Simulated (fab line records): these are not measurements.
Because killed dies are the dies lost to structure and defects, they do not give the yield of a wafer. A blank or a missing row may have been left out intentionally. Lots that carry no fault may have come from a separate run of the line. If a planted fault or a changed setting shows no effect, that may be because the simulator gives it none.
fab line records	flow rit-cmos
record: lots: 5	wafers: 15	last-day: 7
route steps=202 shown PLDD@116 SPACER@125
lots that met no fault: from a run of the same line without faults
start-h: hours from the record's opening day to when the first of the lot's shown wafers began	wait-h: hours since the lot's step before	" same as the row above	L1.1+2: a row that stands for several wafers	- no value, or no start was given	* or withheld: withheld	< > ~ a bound
route shown NAME@n: NAME is a module with steps in the file, n the number in the route of the first one	usual: mean/standard deviation taken from wafers without a fault	same: alike in all rows	chamber/n: place in a boat	sites: readings site by site	_std_site: the values' standard deviation	_edge_site: inner sites' mean taken away from outer sites' mean	radius-mm: how far each site lies from the wafer's centre	mask NAME#n: copy n	behind: the last tool/chamber to shape the wafer	hold: the reason the lot was held/the length of the hold in hours/how it ended	device: whichever transistor did not switch (one of n, p or np)	end of line: tests run on the same wafers once the route is complete	step lacking rows: just its recipe	killed: not the wafer's yield, but the dies lost to structure and defects at the first sort	map: a wafer's dies, x killed, . not, _ none there
set.NAME: the setting as run; set.NAME@STEP: as run at that earlier step	model.NAME: the simulator's own value behind a step, which no gauge read
a table for each step, a row for each wafer; lots at some steps of the route
services: when a tool's chamber went out of use (start-h, in hours from the record's first day, below 0 if earlier), for how many hours, and the reason
== steps ==
step: RIT_PLDD_SOFTBAKE_02
recipe: resist: NOVOLAK	temp-c: 90	time-s: 60
step: RIT_PLDD_EXPOSE_03
recipe: mask-id: M8	na: 0.57	target-cd-nm: 40900	dose-mj: 250
step: RIT_PLDD_PEB_04
recipe: resist: NOVOLAK	temp-c: withheld	time-s: withheld
step: RIT_PLDD_DEVELOP_05
recipe: resist: NOVOLAK	develop-time-s: 49.22	dev-temp-c: 23
step: RIT_PLDD_OVL_MEAS_06
usual: PLDD_OVL: -1.2/1.3
lot.wafer	tool	chamber	start-h	wait-h	PLDD_OVL[nm]
L759.3	overlay-02	-	42.63	-	-0.7
L759.4	"	-	"	"	-1.9
L759.6	"	-	"	"	-0.8
L764.2	overlay-02	-	67.69	-	-0.1
L764.4	"	-	"	"	-1.1
L764.6	"	-	"	"	-0.6
L769.3	overlay-02	-	93.25	-	-0.9
L769.4	"	-	"	"	-1.7
L769.6	"	-	"	"	-1.2
L771.2	overlay-01	-	101.90	-	-0.5
L771.4	"	-	"	"	0.3
L771.5	"	-	"	"	0.0
L781.1	overlay-02	-	158.47	-	-2.4
L781.4	"	-	"	"	-1.5
L781.5	"	-	"	"	-1.7
step: RIT_PLDD_HARDBAKE_07
recipe: resist: NOVOLAK	temp-c: 140	time-s: 60
step: RIT_PLDD_IMPLANT_08
recipe: species: BF2	energy-kev: 20	dose-cm2: 9e+14	tilt-deg: 7
step: RIT_PLDD_STRIP_09
recipe: chemistry: O2	time-s: 180	resist: NOVOLAK	platen-temp-c: withheld	power-w: 500	pressure-mtorr: 4000	o2-flow-sccm: 4000
usual: drypump-motor-current-A: 5.6/0.58	rf-refl-power-W: 8.1/1.2
lot.wafer	tool	chamber	start-h	wait-h	drypump-motor-current-A	rf-hours-counter-h	rf-refl-power-W
L759.3	plasma-asher-02	1	43.01	0.1	5.5	-	9.5
L759.4	"	0	"	"	4.7	-	8.9
L759.6	"	1	"	"	5.5	-	9.4
L764.2	plasma-asher-01	1	68.02	0.1	6.1	44	6.9
L764.4	"	0	"	"	6.0	-	8.6
L764.6	"	1	"	"	6.0	-	6.6
L769.3	plasma-asher-01	1	93.63	0.1	6.1	-	6.7
L769.4	"	0	"	"	6.0	-	8.6
L769.6	"	1	"	"	6.1	-	6.5
L771.2	plasma-asher-04	0	102.23	0.1	6.3	49	6.6
L771.4	"	0	"	"	6.3	-	6.6
L771.5	"	0	"	"	6.3	-	6.5
L781.1	plasma-asher-01	1	158.81	0.1	6.0	54	6.9
L781.4	"	0	"	"	5.9	-	8.7
L781.5	"	0	"	"	6.0	-	8.5
step: RIT_PLDD_TW_MEAS_10
usual: PLDD_TW: 2336/32
lot.wafer	tool	chamber	start-h	wait-h	PLDD_TW
L759.3	film-metro-02	-	43.15	0.1	2379
L759.4	"	-	"	"	2370
L759.6	"	-	"	"	2384
L764.2	film-metro-03	-	68.21	0.1	2378
L764.4	"	-	"	"	2372
L764.6	"	-	"	"	2369
L769.3	film-metro-01	-	93.77	0.1	2298
L769.4	"	-	"	"	2301
L769.6	"	-	"	"	2296
L771.2	film-metro-03	-	102.42	0.1	2347
L771.4	"	-	"	"	2347
L771.5	"	-	"	"	2357
L781.1	film-metro-02	-	158.98	0.1	2371
L781.4	"	-	"	"	2372
L781.5	"	-	"	"	2363
step: RIT_SPACER_CLEAN_00
recipe: chemistry: SC1	mix: 3:3:50	time-s: 600	temp-c: 75
step: RIT_SPACER_CLEAN_01
recipe: chemistry: dHF	dilution: 50:1	time-s: 30
step: RIT_SPACER_CLEAN_02
recipe: chemistry: SC2	mix: 3:3:50	time-s: 600	temp-c: 75	dry: n2-spin
step: RIT_SPACER_CVD_03
recipe: material: Si3N4	target-thk-nm: 250	temp-c: 810	precursor: SiH2Cl2/NH3	time-s: 3300	pressure-mtorr: 300	sih2cl2-flow-sccm: 60	nh3-flow-sccm: 150
usual: spike-tc-centre-C: 812.5/1.2	spike-tc-load-C: 832.8/2	spike-tc-source-C: 833.8/1.9	susceptor-temp-C: 810.0/0.32	zone-power-centre-pct: 37.7/0.96	zone-power-load-pct: 21.4/1.6	zone-power-source-pct: 21.2/0.33
lot.wafer	tool	chamber	start-h	wait-h	spike-tc-centre-C	spike-tc-load-C	spike-tc-source-C	susceptor-temp-C	zone-power-centre-pct	zone-power-load-pct	zone-power-source-pct	model.Si3N4_of_SPACER_CVD_03.thk-nm
L759.3	lpcvd-01	0	43.62	0.0	812.8	833.9	836.3	810.1	37.9	21.9	20.9	250
L759.4	"	0	"	"	811.6	834.1	835.7	810.1	37.4	22.0	21.1	250.5
L759.6	"	0	"	"	812.2	835.0	835.7	810.6	37.8	21.5	21.1	249.3
L764.2	lpcvd-02	1	68.99	0.3	811.5	830.9	829.4	810.1	36.5	23.2	21.7	247.9
L764.4	"	1	"	"	813.8	831.1	832.0	810.2	37.4	23.6	21.6	248
L764.6	"	1	"	"	812.6	831.3	833.7	809.4	37.1	23.5	21.3	247.1
L769.3	lpcvd-01	0	94.18	0.0	889.1	914.0	914.3	887.5	42.5	26.5	25.4	418
L769.4	"	0	"	"	890.4	912.0	914.2	887.5	41.7	26.4	25.8	420.7
L769.6	"	0	"	"	889.0	913.3	915.2	887.1	41.9	26.7	25.7	419.5
L771.2	lpcvd-02	0	102.83	0.0	812.3	833.8	829.8	810.1	37.5	21.6	20.8	247.6
L771.4	"	0	"	"	811.8	833.3	831.9	810.3	36.6	21.6	21.1	249.2
L771.5	"	0	"	"	809.0	832.5	831.8	810.1	37.3	21.4	21.3	247.9
L781.1	lpcvd-02	0	159.46	0.0	809.9	833.1	832.3	810.0	37.5	21.2	20.9	249.2
L781.4	"	0	"	"	810.6	833.0	831.5	809.8	37.7	20.9	21.3	251.4
L781.5	"	0	"	"	811.8	830.8	831.8	809.6	37.3	21.5	21.1	249.6
step: RIT_SPACER_THK_MEAS_04
recipe: reads: Si3N4_of_SPACER_CVD_03
usual: SPACER_NITRIDE_THK: 250.1/2.5
lot.wafer	tool	chamber	start-h	wait-h	SPACER_NITRIDE_THK[nm]
L759.3	film-metro-01	-	45.56	0.0	250.0
L759.4	"	-	"	"	250.4
L759.6	"	-	"	"	249.4
L764.2	film-metro-02	-	70.92	0.0	248.0
L764.4	"	-	"	"	248.4
L764.6	"	-	"	"	246.9
L769.3	film-metro-04	-	96.11	0.0	418.0
L769.4	"	-	"	"	420.4
L769.6	"	-	"	"	419.7
L771.2	film-metro-04	-	104.76	0.0	247.7
L771.4	"	-	"	"	249.2
L771.5	"	-	"	"	247.9
L781.1	film-metro-04	-	161.37	0.0	249.1
L781.4	"	-	"	"	251.3
L781.5	"	-	"	"	249.7
step: RIT_SPACER_ETCHBACK_05
recipe: target-depth-a: 2500	SF6_flow_sccm: 30	CHF3_flow_sccm: 30	target: Si3N4	chemistry: SF6/CHF3	pressure-mtorr: 40	rf-w: 250	time-s: 229.5	stop-on: SiO2
usual: drypump-motor-current-A: 5.5/0.53	oes-product-au: 0.871/0.016	throttle-valve-pct: 10.37/0.16
lot.wafer	tool	chamber	start-h	wait-h	drypump-motor-current-A	oes-product-au	rf-hours-counter-h	throttle-valve-pct	model.Si3N4_of_SPACER_CVD_03.thk-nm	model.etch.depth-nm
L759.3	rie-diel-04	1	45.60	0.0	6.5	0.871	117	10.60	198.5	250
L759.4	"	3	"	"	4.9	0.886	106	10.48	199.5	250.5
L759.6	"	2	"	"	5.7	0.873	-	10.24	197.4	249.3
L764.2	rie-diel-01	0	70.97	0.0	5.9	0.898	112	10.42	196.2	247.9
L764.4	"	3	"	"	4.8	0.859	25	10.45	196.4	248
L764.6	"	3	"	"	4.8	0.857	-	10.45	196.2	247.1
L769.3	rie-diel-02	1	96.15	0.0	5.8	1.007	118	10.55	328.5	309.5
L769.4	"	0	"	"	5.2	1.031	151	10.24	332.3	303.7
L769.6	"	3	"	"	5.8	0.984	-	10.09	331.7	302.5
L771.2	rie-diel-04	3	104.81	0.0	4.9	0.876	107	10.49	196.9	247.6
L771.4	"	2	"	"	5.7	0.877	131	10.26	197	249.2
L771.5	"	2	"	"	5.7	0.877	-	10.25	195.1	247.9
L781.1	rie-diel-01	1	161.43	0.1	6.6	0.882	135	10.35	199.3	249.2
L781.4	"	3	"	"	4.8	0.865	-	10.46	200.3	251.4
L781.5	"	1	"	"	6.6	0.883	-	10.38	199.2	249.6
== services ==
tool	chamber	start-h	hours	kind
rie-diel-02	3	35.02	13.1	repair
plasma-asher-02	-	50.59	2.3	repair
plasma-asher-01	-	60.14	2.8	pm
rie-diel-04	0	70.20	2.9	repair
plasma-asher-02	-	77.20	0.7	repair
plasma-asher-02	-	78.69	1.6	repair
plasma-asher-02	-	88.25	2.5	repair
lpcvd-01	-	96.11	6.0	pm
rie-diel-01	-	104.43	27.2	repair
lpcvd-02	-	115.61	6.0	pm
rie-diel-02	0	144.20	-	clean
rie-diel-02	0	144.20	13.0	scheduled-down
rie-diel-02	0	144.20	13.0	vent-cycle
rie-diel-01	0	145.67	4.8	repair
rie-diel-01	1	151.97	3.9	repair
rie-diel-01	0	159.07	4.2	repair
== key ==
first-sign: step: RIT_SPACER_CVD_03	reading: susceptor-temp-C	direction: up	sigmas: 99+	usual: *	struck: *
effect: step: RIT_SPACER_CVD_03	reading: spike-tc-centre-C	direction: up	sigmas: 64	usual: 812.5	struck: 889.5
effect: step: RIT_SPACER_THK_MEAS_04	reading: SPACER_NITRIDE_THK	direction: up	sigmas: 68	usual: 250.1	struck: 419.4
effect: step: RIT_SPACER_ETCHBACK_05	reading: oes-product-au	direction: up	sigmas: 8.6	usual: 0.871	struck: 1.007
model-effect: step: RIT_SPACER_CVD_03	value: Si3N4_of_SPACER_CVD_03.thk-nm	without: 249	struck: 419.4
model-effect: step: RIT_SPACER_ETCHBACK_05	value: Si3N4_of_SPACER_CVD_03.thk-nm	without: 196.4	struck: 330.8
met-at RIT_SPACER_CVD_03
struck-wafers L769.3,L769.4,L769.6
later-rows-left-out L769.3,L769.4,L769.6
sort-left-out L769.3,L769.4,L769.6
tester-left-out L769
onset-between 43.62 94.18
fault: kind: process-parameter-drift	tool: lpcvd-01	chamber: 0	onset-h: 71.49	steps: RIT_SPACER_CVD_03	channel: temp-c	offset: *	shape: step	end-h: 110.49	acts-in: *	stated: *
tester-left-out: of these lots the tester's yield and bins aren't shown, on N5 and GAA mostly nor the transistor test; their killed dies are dies lost to structure and defects alone, not to doping, threshold or leakage, so they don't give the yield
sort-left-out: the simulated sort isn't trusted on such a fault, so these wafers' sort isn't shown, and their yield isn't known
later-rows-left-out: the simulator's readings of these wafers behind a module that went badly wrong aren't trusted and aren't shown, but for the sort
